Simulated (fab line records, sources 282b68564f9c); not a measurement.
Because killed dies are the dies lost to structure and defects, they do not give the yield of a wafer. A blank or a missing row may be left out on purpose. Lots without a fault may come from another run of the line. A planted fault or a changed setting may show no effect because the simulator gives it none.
A lot that was struck, set against a sound lot    flow rit_cmos    30 out of 202 route steps
Sound: these wafers, L166.1, L166.3, L166.4. Struck: wafers L175.1, L175.2, L175.3. The cause comes at the end.
At each step with rows: each side's tool, then ch and its chambers, then its first start. Under that, the readings that differ: sound wafers    struck wafers    difference of the means    sigmas: that difference in standard deviations of wafers without a fault.
alike: same words and numbers on both sides, and readings whose means sit less than 2 such deviations apart. not compared: any withheld reading, any reading some wafer has no value for, any bound like >300 that may hide the same value, and any number with overlapping values for which the record gives no deviation.
The two part at a step that has a row with sigmas, a row that says differs or no value, or rows on one side only. Non-overlapping numbers with no deviation appear without sigmas and do not part them. A reading missing from all wafers of one side parts the sides only when that side holds two or more wafers.

RIT_FOX2_THK_MEAS_01:
  struck on film_metro-01, day 3 15:36; sound on film_metro-03, day 1 18:22
reading              sound        struck       difference  sigmas
FOX2_OXIDE_THK (nm)  344 336 335  364 358 362  +23         +3
then, 2 steps without rows for these wafers: RIT_FOX2_CLEAN_02 (cleans in dHF, time 171.4 s); RIT_FOX2_WET_ETCH_03 (etches Si3N4 in H3PO4, target depth 195 nm, time 2700 s).
RIT_FOX2_THK_MEAS_90:
  struck on film_metro-04, day 3 16:28; sound on film_metro-04, day 1 19:15
reading                      sound        struck       difference  sigmas
FIELD_OXIDE_LEFT_1_THK (nm)  318 310 309  337 331 336  +22         +3
then, 6 steps without rows for these wafers: RIT_NWELL_HMDS_00 (prime time 62.67 s); RIT_NWELL_COAT_01 (resist thk 1300 nm); RIT_NWELL_SOFTBAKE_02 (time 60 s); RIT_NWELL_EXPOSE_03 (exposes mask M2, target cd 43900 nm); RIT_NWELL_PEB_04; RIT_NWELL_DEVELOP_05 (develop time 68 s).
RIT_NWELL_OVL_MEAS_06:
  struck on overlay-01, day 3 17:25; sound on overlay-02, day 1 20:19
  alike: NWELL_OVL
then, 1 step without rows for these wafers: RIT_NWELL_HARDBAKE_07 (time 120 s).
RIT_NWELL_IMPLANT_08:
  sound on implanter-03 ch 0, day 1 20:36; struck on implanter-04 ch 0, day 3 17:42
reading             sound                          struck                        difference  sigmas
dose_ions_cm2       4.987e+13 4.991e+13 4.992e+13  2.116e+13 2.118e+13 2.11e+13  -2.875e+13  -99 or more
faraday_current_uA  159 166 159                    68 68 68                      -93         -30
RIT_NWELL_STRIP_09: strips in O2, time 180 s.
  sound on plasma_asher-03 ch 0,1, day 1 20:45; struck on plasma_asher-04 ch 0,1, day 3 17:51
  alike: drypump_motor_current_A, rf_refl_power_W
  not compared: rf_hours_counter_h
RIT_NWELL_TW_MEAS_10:
  struck on film_metro-03, day 3 18:01; sound on film_metro-04, day 1 20:56
reading   sound           struck          difference  sigmas
NWELL_TW  2181 2189 2177  1629 1636 1630  -551        -37
then, 6 steps without rows for these wafers: RIT_PWELL_HMDS_00 (prime time 60 s); RIT_PWELL_COAT_01 (resist thk 1300 nm); RIT_PWELL_SOFTBAKE_02 (time 60 s); RIT_PWELL_EXPOSE_03 (exposes mask M3, target cd 43700 nm); RIT_PWELL_PEB_04; RIT_PWELL_DEVELOP_05 (develop time 68 s).
RIT_PWELL_OVL_MEAS_06:
  struck on overlay-01, day 3 18:58; sound on overlay-01, day 1 22:05
  alike: PWELL_OVL
then, 2 steps without rows for these wafers: RIT_PWELL_HARDBAKE_07 (time 120 s); RIT_PWELL_IMPLANT_08.
RIT_PWELL_STRIP_09: strips in O2, time 180 s.
  sound on plasma_asher-03 ch 0,1, day 1 22:31; struck on plasma_asher-02 ch 0,1, day 3 19:24
  alike: drypump_motor_current_A, rf_refl_power_W
  not compared: rf_hours_counter_h
RIT_PWELL_TW_MEAS_10:
  struck on film_metro-04, day 3 19:34; sound on film_metro-03, day 1 22:42
reading   sound        struck       difference  sigmas
PWELL_TW  951 961 961  971 972 976  +15         +2
then, 1 step without rows for these wafers: RIT_WELLDRIVE_ANNEAL_00 (time 14700 s).
RIT_WELLDRIVE_RS_MEAS_01: a four-point-probe measurement.
  struck on film_metro-02, day 4 01:38; sound on film_metro-04, day 2 04:08
reading            sound              struck             difference  sigmas
NWELL_RS (ohm/sq)  275.5 274.4 275.5  475.2 476.9 475.2  +200.6      +99 or more
RIT_WELLDRIVE_RS_MEAS_02: a four-point-probe measurement.
  struck on film_metro-02, day 4 01:46; sound on film_metro-04, day 2 04:15
reading            sound              struck             difference  sigmas
PWELL_RS (ohm/sq)  425.9 424.9 425.5  422.5 422.8 422.4  -2.9        -3
RIT_M1_PROBE_99:
  struck on prober-01, day 5 08:11; sound on prober-02, day 3 13:10
reading                                  sound              struck             difference  sigmas
model.etest.pmos_0p3.r_on_ohm_um         6374 6343 6265     5695 5755 5616     -639        
model.etest.pmos_turned.r_on_ohm_um      3542 3528 3394     3062 3113 3076     -404        
model.etest.nwell_pinched.rs_ohm_sq      331.6 329.9 330.9  619.6 611.5 607.7  +282.1      
model.etest.pmos_0p15.r_on_ohm_um        2821 2778 2731     2558 2562 2522     -229        
model.etest.well_edge_right.line_ohm_um  179.1 181.6 183.5  342.7 342.3 342.1  +161.0      
model.etest.well_edge_left.line_ohm_um   179.5 183.9 180.7  340.8 336.3 337.9  +157.0      
model.etest.pmos_0p15.drive_ua_um        245.3 250.4 256.3  297.4 291.6 297.6  +44.9       
model.etest.pmos_turned.drive_ua_um      180.3 181.7 191.4  230.7 228.6 231    +45.6       
  alike: killed_at_M0_to_M3, killed_at_contacts, killed_at_front_end, killed_dies, killed_open, killed_short

## WHERE THEY PART
At RIT_FOX2_THK_MEAS_01 first; at RIT_WELLDRIVE_RS_MEAS_02 last (within this record only). Later steps at which nothing parts them and some readings are alike: RIT_M1_PROBE_99.

WHY: what the simulator had put in
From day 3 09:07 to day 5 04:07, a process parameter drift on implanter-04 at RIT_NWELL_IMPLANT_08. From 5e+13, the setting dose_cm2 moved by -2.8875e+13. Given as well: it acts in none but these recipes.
